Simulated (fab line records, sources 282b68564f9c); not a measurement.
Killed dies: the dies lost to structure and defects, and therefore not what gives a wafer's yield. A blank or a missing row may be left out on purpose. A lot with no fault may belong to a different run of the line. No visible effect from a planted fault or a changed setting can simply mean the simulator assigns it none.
fab line records / flow ritCmos
record lots=15 wafers=45 lastDay=8
route steps=202 shown SILICIDE@162 M1@202
lots untouched by any fault: they come from a run of this same line in which no faults occurred
startH: hours from the record's opening day to when the first of the lot's shown wafers began / waitH: hours from the lot's prior step to this one / " unchanged from the row above / L1.1+2: several wafers, shown together as one row / - no value, or no start given / * or withheld: withheld / < > ~ a bound
route shown NAME@n: NAME is a module with steps in the file, n the number in the route of the first one / usual: mean/standard deviation of fault-free wafers / same: alike in all rows / chamber/n: place in a boat / sites: the reading at each site / _std_site: standard deviation across them / _edge_site: outer sites' mean less inner sites' / radiusMm: for every site, how far away it sits from the centre of the wafer / mask NAME#n: copy n / behind: the most recent tool/chamber to have shaped the wafer / hold: cause of the lot's hold/its duration in hours/its outcome / device: the n, p or np transistor that did not switch / end of line: at the end of the route, the tests of the same wafers / for a step that has no rows: nothing shown but its recipe / killed: at the first sort, the dies lost to defects and structure; wafer yield is something else / map: dies across one wafer; x = killed, . = not, _ = none there
set.NAME: the setting that was run; set.NAME@STEP: the one run at that earlier step / model.NAME: the simulator's own value behind a step, which no gauge read
route steps across a sampled set of lots; one table per step, one row per wafer
services: the hour from which a tool's chamber was out of use, counted from the record's first day as startH (under 0 if before that day), plus the number of hours and why
## steps
# step RIT_SILICIDE_SPUTTER_01
# recipe material=Ti targetThkNm=30 powerW=350 chamberPressurePa=0.667 gas=Ar timeS=240 substrateTempC=25
# usual throttleValvePct=29.6/1
lot.wafer=L331.2 tool=pvdSputter-03 chamber=- startH=62.46 waitH=0.0 throttleValvePct=29.1
lot.wafer=L331.5 tool=pvdSputter-03 chamber=- startH=62.46 waitH=0.0 throttleValvePct=28.9
lot.wafer=L331.6 tool=pvdSputter-03 chamber=- startH=62.46 waitH=0.0 throttleValvePct=31.0
lot.wafer=L332.2 tool=pvdSputter-03 chamber=- startH=71.81 waitH=0.0 throttleValvePct=29.0
lot.wafer=L332.3 tool=pvdSputter-03 chamber=- startH=71.81 waitH=0.0 throttleValvePct=30.9
lot.wafer=L332.6 tool=pvdSputter-03 chamber=- startH=71.81 waitH=0.0 throttleValvePct=29.1
lot.wafer=L333.1 tool=pvdSputter-04 chamber=- startH=77.20 waitH=0.0 throttleValvePct=29.5
lot.wafer=L333.2 tool=pvdSputter-04 chamber=- startH=77.20 waitH=0.0 throttleValvePct=29.7
lot.wafer=L333.6 tool=pvdSputter-04 chamber=- startH=77.20 waitH=0.0 throttleValvePct=27.5
lot.wafer=L334.2 tool=pvdSputter-03 chamber=- startH=81.75 waitH=0.0 throttleValvePct=30.7
lot.wafer=L334.4 tool=pvdSputter-03 chamber=- startH=81.75 waitH=0.0 throttleValvePct=29.9
lot.wafer=L334.6 tool=pvdSputter-03 chamber=- startH=81.75 waitH=0.0 throttleValvePct=29.2
lot.wafer=L335.1 tool=pvdSputter-04 chamber=- startH=85.48 waitH=0.0 throttleValvePct=27.7
lot.wafer=L335.4 tool=pvdSputter-04 chamber=- startH=85.48 waitH=0.0 throttleValvePct=29.8
lot.wafer=L335.6 tool=pvdSputter-04 chamber=- startH=85.48 waitH=0.0 throttleValvePct=29.6
lot.wafer=L336.1 tool=pvdSputter-03 chamber=- startH=90.95 waitH=0.0 throttleValvePct=29.2
lot.wafer=L336.4 tool=pvdSputter-03 chamber=- startH=90.95 waitH=0.0 throttleValvePct=29.5
lot.wafer=L336.6 tool=pvdSputter-03 chamber=- startH=90.95 waitH=0.0 throttleValvePct=28.7
lot.wafer=L337.1 tool=pvdSputter-04 chamber=- startH=96.61 waitH=0.0 throttleValvePct=27.5
lot.wafer=L337.2 tool=pvdSputter-04 chamber=- startH=96.61 waitH=0.0 throttleValvePct=29.6
lot.wafer=L337.3 tool=pvdSputter-04 chamber=- startH=96.61 waitH=0.0 throttleValvePct=29.6
lot.wafer=L338.1 tool=pvdSputter-03 chamber=- startH=100.45 waitH=0.0 throttleValvePct=29.1
lot.wafer=L338.2 tool=pvdSputter-03 chamber=- startH=100.45 waitH=0.0 throttleValvePct=28.8
lot.wafer=L338.4 tool=pvdSputter-03 chamber=- startH=100.45 waitH=0.0 throttleValvePct=30.9
lot.wafer=L340.1 tool=pvdSputter-03 chamber=- startH=110.35 waitH=0.0 throttleValvePct=29.9
lot.wafer=L340.2 tool=pvdSputter-03 chamber=- startH=110.35 waitH=0.0 throttleValvePct=30.8
lot.wafer=L340.6 tool=pvdSputter-03 chamber=- startH=110.35 waitH=0.0 throttleValvePct=29.8
lot.wafer=L341.2 tool=pvdSputter-04 chamber=- startH=115.12 waitH=0.0 throttleValvePct=29.3
lot.wafer=L341.4 tool=pvdSputter-04 chamber=- startH=115.12 waitH=0.0 throttleValvePct=30.1
lot.wafer=L341.5 tool=pvdSputter-04 chamber=- startH=115.12 waitH=0.0 throttleValvePct=29.5
lot.wafer=L342.2 tool=pvdSputter-03 chamber=- startH=119.45 waitH=0.0 throttleValvePct=29.1
lot.wafer=L342.3 tool=pvdSputter-03 chamber=- startH=119.45 waitH=0.0 throttleValvePct=29.0
lot.wafer=L342.4 tool=pvdSputter-03 chamber=- startH=119.45 waitH=0.0 throttleValvePct=31.0
lot.wafer=L344.1 tool=pvdSputter-03 chamber=- startH=131.18 waitH=0.0 throttleValvePct=29.0
lot.wafer=L344.2 tool=pvdSputter-03 chamber=- startH=131.18 waitH=0.0 throttleValvePct=29.7
lot.wafer=L344.6 tool=pvdSputter-03 chamber=- startH=131.18 waitH=0.0 throttleValvePct=30.8
lot.wafer=L346.1 tool=pvdSputter-03 chamber=- startH=138.03 waitH=0.0 throttleValvePct=29.8
lot.wafer=L346.4 tool=pvdSputter-03 chamber=- startH=138.03 waitH=0.0 throttleValvePct=28.9
lot.wafer=L346.6 tool=pvdSputter-03 chamber=- startH=138.03 waitH=0.0 throttleValvePct=30.8
lot.wafer=L350.2 tool=pvdSputter-02 chamber=- startH=160.05 waitH=0.0 throttleValvePct=30.1
lot.wafer=L350.4 tool=pvdSputter-02 chamber=- startH=160.05 waitH=0.0 throttleValvePct=29.3
lot.wafer=L350.6 tool=pvdSputter-02 chamber=- startH=160.05 waitH=0.0 throttleValvePct=30.1
lot.wafer=L352.1 tool=pvdSputter-02 chamber=- startH=172.85 waitH=0.0 throttleValvePct=30.4
lot.wafer=L352.3 tool=pvdSputter-02 chamber=- startH=172.85 waitH=0.0 throttleValvePct=30.4
lot.wafer=L352.6 tool=pvdSputter-02 chamber=- startH=172.85 waitH=0.0 throttleValvePct=30.2
# step RIT_SILICIDE_RS_MEAS_02
# recipe thkMeasGauge=four-point-probe reads=Ti_of_SILICIDE_SPUTTER_01
# usual SILICIDE_TI_RS=47.8/0.66
lot.wafer=L331.2 tool=filmMetro-03 chamber=- startH=62.63 waitH=0.1 SILICIDE_TI_RS[ohm/sq]=47.5
lot.wafer=L331.5 tool=filmMetro-03 chamber=- startH=62.63 waitH=0.1 SILICIDE_TI_RS[ohm/sq]=47.3
lot.wafer=L331.6 tool=filmMetro-03 chamber=- startH=62.63 waitH=0.1 SILICIDE_TI_RS[ohm/sq]=48.0
lot.wafer=L332.2 tool=filmMetro-04 chamber=- startH=71.98 waitH=0.1 SILICIDE_TI_RS[ohm/sq]=47.5
lot.wafer=L332.3 tool=filmMetro-04 chamber=- startH=71.98 waitH=0.1 SILICIDE_TI_RS[ohm/sq]=47.6
lot.wafer=L332.6 tool=filmMetro-04 chamber=- startH=71.98 waitH=0.1 SILICIDE_TI_RS[ohm/sq]=47.3
lot.wafer=L333.1 tool=filmMetro-04 chamber=- startH=77.35 waitH=0.1 SILICIDE_TI_RS[ohm/sq]=47.9
lot.wafer=L333.2 tool=filmMetro-04 chamber=- startH=77.35 waitH=0.1 SILICIDE_TI_RS[ohm/sq]=48.1
lot.wafer=L333.6 tool=filmMetro-04 chamber=- startH=77.35 waitH=0.1 SILICIDE_TI_RS[ohm/sq]=47.9
lot.wafer=L334.2 tool=filmMetro-04 chamber=- startH=81.92 waitH=0.1 SILICIDE_TI_RS[ohm/sq]=47.7
lot.wafer=L334.4 tool=filmMetro-04 chamber=- startH=81.92 waitH=0.1 SILICIDE_TI_RS[ohm/sq]=48.0
lot.wafer=L334.6 tool=filmMetro-04 chamber=- startH=81.92 waitH=0.1 SILICIDE_TI_RS[ohm/sq]=47.2
lot.wafer=L335.1 tool=filmMetro-03 chamber=- startH=85.63 waitH=0.1 SILICIDE_TI_RS[ohm/sq]=47.9
lot.wafer=L335.4 tool=filmMetro-03 chamber=- startH=85.63 waitH=0.1 SILICIDE_TI_RS[ohm/sq]=48.0
lot.wafer=L335.6 tool=filmMetro-03 chamber=- startH=85.63 waitH=0.1 SILICIDE_TI_RS[ohm/sq]=47.4
lot.wafer=L336.1 tool=filmMetro-03 chamber=- startH=91.10 waitH=0.1 SILICIDE_TI_RS[ohm/sq]=48.0
lot.wafer=L336.4 tool=filmMetro-03 chamber=- startH=91.10 waitH=0.1 SILICIDE_TI_RS[ohm/sq]=48.3
lot.wafer=L336.6 tool=filmMetro-03 chamber=- startH=91.10 waitH=0.1 SILICIDE_TI_RS[ohm/sq]=47.4
lot.wafer=L337.1 tool=filmMetro-04 chamber=- startH=96.76 waitH=0.1 SILICIDE_TI_RS[ohm/sq]=48.2
lot.wafer=L337.2 tool=filmMetro-04 chamber=- startH=96.76 waitH=0.1 SILICIDE_TI_RS[ohm/sq]=47.9
lot.wafer=L337.3 tool=filmMetro-04 chamber=- startH=96.76 waitH=0.1 SILICIDE_TI_RS[ohm/sq]=47.8
lot.wafer=L338.1 tool=filmMetro-01 chamber=- startH=100.60 waitH=0.1 SILICIDE_TI_RS[ohm/sq]=47.6
lot.wafer=L338.2 tool=filmMetro-01 chamber=- startH=100.60 waitH=0.1 SILICIDE_TI_RS[ohm/sq]=47.0
lot.wafer=L338.4 tool=filmMetro-01 chamber=- startH=100.60 waitH=0.1 SILICIDE_TI_RS[ohm/sq]=47.5
lot.wafer=L340.1 tool=filmMetro-03 chamber=- startH=110.50 waitH=0.1 SILICIDE_TI_RS[ohm/sq]=47.9
lot.wafer=L340.2 tool=filmMetro-03 chamber=- startH=110.50 waitH=0.1 SILICIDE_TI_RS[ohm/sq]=48.0
lot.wafer=L340.6 tool=filmMetro-03 chamber=- startH=110.50 waitH=0.1 SILICIDE_TI_RS[ohm/sq]=47.9
lot.wafer=L341.2 tool=filmMetro-01 chamber=- startH=115.29 waitH=0.1 SILICIDE_TI_RS[ohm/sq]=48.1
lot.wafer=L341.4 tool=filmMetro-01 chamber=- startH=115.29 waitH=0.1 SILICIDE_TI_RS[ohm/sq]=48.6
lot.wafer=L341.5 tool=filmMetro-01 chamber=- startH=115.29 waitH=0.1 SILICIDE_TI_RS[ohm/sq]=48.7
lot.wafer=L342.2 tool=filmMetro-04 chamber=- startH=119.62 waitH=0.1 SILICIDE_TI_RS[ohm/sq]=47.8
lot.wafer=L342.3 tool=filmMetro-04 chamber=- startH=119.62 waitH=0.1 SILICIDE_TI_RS[ohm/sq]=47.2
lot.wafer=L342.4 tool=filmMetro-04 chamber=- startH=119.62 waitH=0.1 SILICIDE_TI_RS[ohm/sq]=44.7
lot.wafer=L344.1 tool=filmMetro-04 chamber=- startH=131.33 waitH=0.1 SILICIDE_TI_RS[ohm/sq]=47.0
lot.wafer=L344.2 tool=filmMetro-04 chamber=- startH=131.33 waitH=0.1 SILICIDE_TI_RS[ohm/sq]=48.0
lot.wafer=L344.6 tool=filmMetro-04 chamber=- startH=131.33 waitH=0.1 SILICIDE_TI_RS[ohm/sq]=44.2
lot.wafer=L346.1 tool=filmMetro-04 chamber=- startH=138.18 waitH=0.1 SILICIDE_TI_RS[ohm/sq]=49.7
lot.wafer=L346.4 tool=filmMetro-04 chamber=- startH=138.18 waitH=0.1 SILICIDE_TI_RS[ohm/sq]=49.2
lot.wafer=L346.6 tool=filmMetro-04 chamber=- startH=138.18 waitH=0.1 SILICIDE_TI_RS[ohm/sq]=45.5
lot.wafer=L350.2 tool=filmMetro-03 chamber=- startH=160.22 waitH=0.1 SILICIDE_TI_RS[ohm/sq]=48.7
lot.wafer=L350.4 tool=filmMetro-03 chamber=- startH=160.22 waitH=0.1 SILICIDE_TI_RS[ohm/sq]=47.6
lot.wafer=L350.6 tool=filmMetro-03 chamber=- startH=160.22 waitH=0.1 SILICIDE_TI_RS[ohm/sq]=48.2
lot.wafer=L352.1 tool=filmMetro-03 chamber=- startH=173.00 waitH=0.1 SILICIDE_TI_RS[ohm/sq]=46.8
lot.wafer=L352.3 tool=filmMetro-03 chamber=- startH=173.00 waitH=0.1 SILICIDE_TI_RS[ohm/sq]=47.2
lot.wafer=L352.6 tool=filmMetro-03 chamber=- startH=173.00 waitH=0.1 SILICIDE_TI_RS[ohm/sq]=47.4
# step RIT_SILICIDE_THK_MEAS_03
# recipe thkMeasGauge=xrf reads=Ti_of_SILICIDE_SPUTTER_01
# usual SILICIDE_TI_THK=30.0/0.34
lot.wafer=L331.2 tool=filmMetro-03 chamber=- startH=62.74 waitH=0.1 SILICIDE_TI_THK[nm]=30.1
lot.wafer=L331.5 tool=filmMetro-03 chamber=- startH=62.74 waitH=0.1 SILICIDE_TI_THK[nm]=30.2
lot.wafer=L331.6 tool=filmMetro-03 chamber=- startH=62.74 waitH=0.1 SILICIDE_TI_THK[nm]=29.8
lot.wafer=L332.2 tool=filmMetro-04 chamber=- startH=72.09 waitH=0.1 SILICIDE_TI_THK[nm]=30.2
lot.wafer=L332.3 tool=filmMetro-04 chamber=- startH=72.09 waitH=0.1 SILICIDE_TI_THK[nm]=30.1
lot.wafer=L332.6 tool=filmMetro-04 chamber=- startH=72.09 waitH=0.1 SILICIDE_TI_THK[nm]=30.3
lot.wafer=L333.1 tool=filmMetro-04 chamber=- startH=77.47 waitH=0.1 SILICIDE_TI_THK[nm]=29.9
lot.wafer=L333.2 tool=filmMetro-04 chamber=- startH=77.47 waitH=0.1 SILICIDE_TI_THK[nm]=29.9
lot.wafer=L333.6 tool=filmMetro-04 chamber=- startH=77.47 waitH=0.1 SILICIDE_TI_THK[nm]=29.9
lot.wafer=L334.2 tool=filmMetro-04 chamber=- startH=82.03 waitH=0.1 SILICIDE_TI_THK[nm]=30.1
lot.wafer=L334.4 tool=filmMetro-04 chamber=- startH=82.03 waitH=0.1 SILICIDE_TI_THK[nm]=29.9
lot.wafer=L334.6 tool=filmMetro-04 chamber=- startH=82.03 waitH=0.1 SILICIDE_TI_THK[nm]=30.3
lot.wafer=L335.1 tool=filmMetro-03 chamber=- startH=85.75 waitH=0.1 SILICIDE_TI_THK[nm]=29.9
lot.wafer=L335.4 tool=filmMetro-03 chamber=- startH=85.75 waitH=0.1 SILICIDE_TI_THK[nm]=29.7
lot.wafer=L335.6 tool=filmMetro-03 chamber=- startH=85.75 waitH=0.1 SILICIDE_TI_THK[nm]=30.1
lot.wafer=L336.1 tool=filmMetro-03 chamber=- startH=91.22 waitH=0.1 SILICIDE_TI_THK[nm]=29.7
lot.wafer=L336.4 tool=filmMetro-03 chamber=- startH=91.22 waitH=0.1 SILICIDE_TI_THK[nm]=29.7
lot.wafer=L336.6 tool=filmMetro-03 chamber=- startH=91.22 waitH=0.1 SILICIDE_TI_THK[nm]=30.2
lot.wafer=L337.1 tool=filmMetro-04 chamber=- startH=96.88 waitH=0.1 SILICIDE_TI_THK[nm]=29.8
lot.wafer=L337.2 tool=filmMetro-04 chamber=- startH=96.88 waitH=0.1 SILICIDE_TI_THK[nm]=30.1
lot.wafer=L337.3 tool=filmMetro-04 chamber=- startH=96.88 waitH=0.1 SILICIDE_TI_THK[nm]=30.0
lot.wafer=L338.1 tool=filmMetro-01 chamber=- startH=100.72 waitH=0.1 SILICIDE_TI_THK[nm]=30.0
lot.wafer=L338.2 tool=filmMetro-01 chamber=- startH=100.72 waitH=0.1 SILICIDE_TI_THK[nm]=30.3
lot.wafer=L338.4 tool=filmMetro-01 chamber=- startH=100.72 waitH=0.1 SILICIDE_TI_THK[nm]=30.1
lot.wafer=L340.1 tool=filmMetro-03 chamber=- startH=110.62 waitH=0.1 SILICIDE_TI_THK[nm]=29.8
lot.wafer=L340.2 tool=filmMetro-03 chamber=- startH=110.62 waitH=0.1 SILICIDE_TI_THK[nm]=29.7
lot.wafer=L340.6 tool=filmMetro-03 chamber=- startH=110.62 waitH=0.1 SILICIDE_TI_THK[nm]=29.9
lot.wafer=L341.2 tool=filmMetro-01 chamber=- startH=115.40 waitH=0.1 SILICIDE_TI_THK[nm]=29.8
lot.wafer=L341.4 tool=filmMetro-01 chamber=- startH=115.40 waitH=0.1 SILICIDE_TI_THK[nm]=29.4
lot.wafer=L341.5 tool=filmMetro-01 chamber=- startH=115.40 waitH=0.1 SILICIDE_TI_THK[nm]=29.4
lot.wafer=L342.2 tool=filmMetro-04 chamber=- startH=119.73 waitH=0.1 SILICIDE_TI_THK[nm]=30.1
lot.wafer=L342.3 tool=filmMetro-04 chamber=- startH=119.73 waitH=0.1 SILICIDE_TI_THK[nm]=30.4
lot.wafer=L342.4 tool=filmMetro-04 chamber=- startH=119.73 waitH=0.1 SILICIDE_TI_THK[nm]=31.7
lot.wafer=L344.1 tool=filmMetro-04 chamber=- startH=131.45 waitH=0.1 SILICIDE_TI_THK[nm]=30.3
lot.wafer=L344.2 tool=filmMetro-04 chamber=- startH=131.45 waitH=0.1 SILICIDE_TI_THK[nm]=29.8
lot.wafer=L344.6 tool=filmMetro-04 chamber=- startH=131.45 waitH=0.1 SILICIDE_TI_THK[nm]=31.8
lot.wafer=L346.1 tool=filmMetro-04 chamber=- startH=138.30 waitH=0.1 SILICIDE_TI_THK[nm]=29.0
lot.wafer=L346.4 tool=filmMetro-04 chamber=- startH=138.30 waitH=0.1 SILICIDE_TI_THK[nm]=29.2
lot.wafer=L346.6 tool=filmMetro-04 chamber=- startH=138.30 waitH=0.1 SILICIDE_TI_THK[nm]=31.1
lot.wafer=L350.2 tool=filmMetro-03 chamber=- startH=160.33 waitH=0.1 SILICIDE_TI_THK[nm]=29.4
lot.wafer=L350.4 tool=filmMetro-03 chamber=- startH=160.33 waitH=0.1 SILICIDE_TI_THK[nm]=29.9
lot.wafer=L350.6 tool=filmMetro-03 chamber=- startH=160.33 waitH=0.1 SILICIDE_TI_THK[nm]=29.6
lot.wafer=L352.1 tool=filmMetro-03 chamber=- startH=173.12 waitH=0.1 SILICIDE_TI_THK[nm]=30.3
lot.wafer=L352.3 tool=filmMetro-03 chamber=- startH=173.12 waitH=0.1 SILICIDE_TI_THK[nm]=30.1
lot.wafer=L352.6 tool=filmMetro-03 chamber=- startH=173.12 waitH=0.1 SILICIDE_TI_THK[nm]=30.1
# step RIT_M1_PROBE_99
# usual killed_at_M0_to_M3=0.0/0.083 killedAtContacts=0.1/0.31 killedAtFrontEnd=6.3/2.7 killedDies=6.4/2.7 killedOpen=3.3/2 killedShort=3/1.8
# same grossDies=264 killed_at_M4_up=0 killedAtBackSide=0 killedAtOther=0
lot.wafer=L340.1 tool=prober-02 chamber=- startH=117.40 waitH=0.1 killed_at_M0_to_M3=0 killedAtContacts=0 killedAtFrontEnd=9 killedDies=9 killedOpen=4 killedShort=5
lot.wafer=L340.2 tool=prober-02 chamber=- startH=117.45 waitH=0.1 killed_at_M0_to_M3=0 killedAtContacts=0 killedAtFrontEnd=6 killedDies=6 killedOpen=5 killedShort=1
lot.wafer=L340.6 tool=prober-02 chamber=- startH=117.65 waitH=0.2 killed_at_M0_to_M3=0 killedAtContacts=0 killedAtFrontEnd=3 killedDies=3 killedOpen=2 killedShort=1
# killed by level:class
L340.1 REOX:geometricParticle:short=2 GATE:geometricParticle:open=2 FOX1:geometricParticle:open=1 FOX1:geometricParticle:short=1 GATE:geometricParticle:short=1 SPACER:geometricParticle:short=1 SILICIDE:geometricParticle:open=1
L340.2 GATE:geometricParticle:open=3 FOX1:geometricParticle:short=1 FOX2:geometricParticle:open=1 SPACER:geometricParticle:open=1
L340.6 GATE:geometricParticle:short=1 REOX:geometricParticle:open=1 SPACER:geometricParticle:open=1
## services
tool=pvdSputter-04 chamber=- startH=62.21 hours=2.7 kind=repair
tool=pvdSputter-04 chamber=- startH=147.69 hours=5.4 kind=repair
tool=pvdSputter-04 chamber=- startH=170.88 hours=2.0 kind=repair
## key
firstSign step=RIT_SILICIDE_RS_MEAS_02 reading=SILICIDE_TI_RS direction=down sigmas=4.5 usual=47.8 struck=44.8
effect step=RIT_SILICIDE_THK_MEAS_03 reading=SILICIDE_TI_THK direction=up sigmas=4.5 usual=30.0 struck=31.5
metAt RIT_SILICIDE_SPUTTER_01
struckLots L342,L344,L346
struckWafers L342.4,L344.6,L346.6
testerLeftOut L342,L344,L346
onsetBetween 110.35 119.45
fault kind=processParameterDrift tool=pvdSputter-03 chamber=- onsetH=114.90 steps=RIT_SILICIDE_SPUTTER_01 channel=timeS offset=* shape=step endH=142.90 stated=* scope=struckWafersOnly
# testerLeftOut: of these lots the tester's yield and bins aren't shown, on N5 and GAA mostly nor the transistor test; their killed dies are dies lost to structure and defects alone, not to doping, threshold or leakage, so they don't give the yield
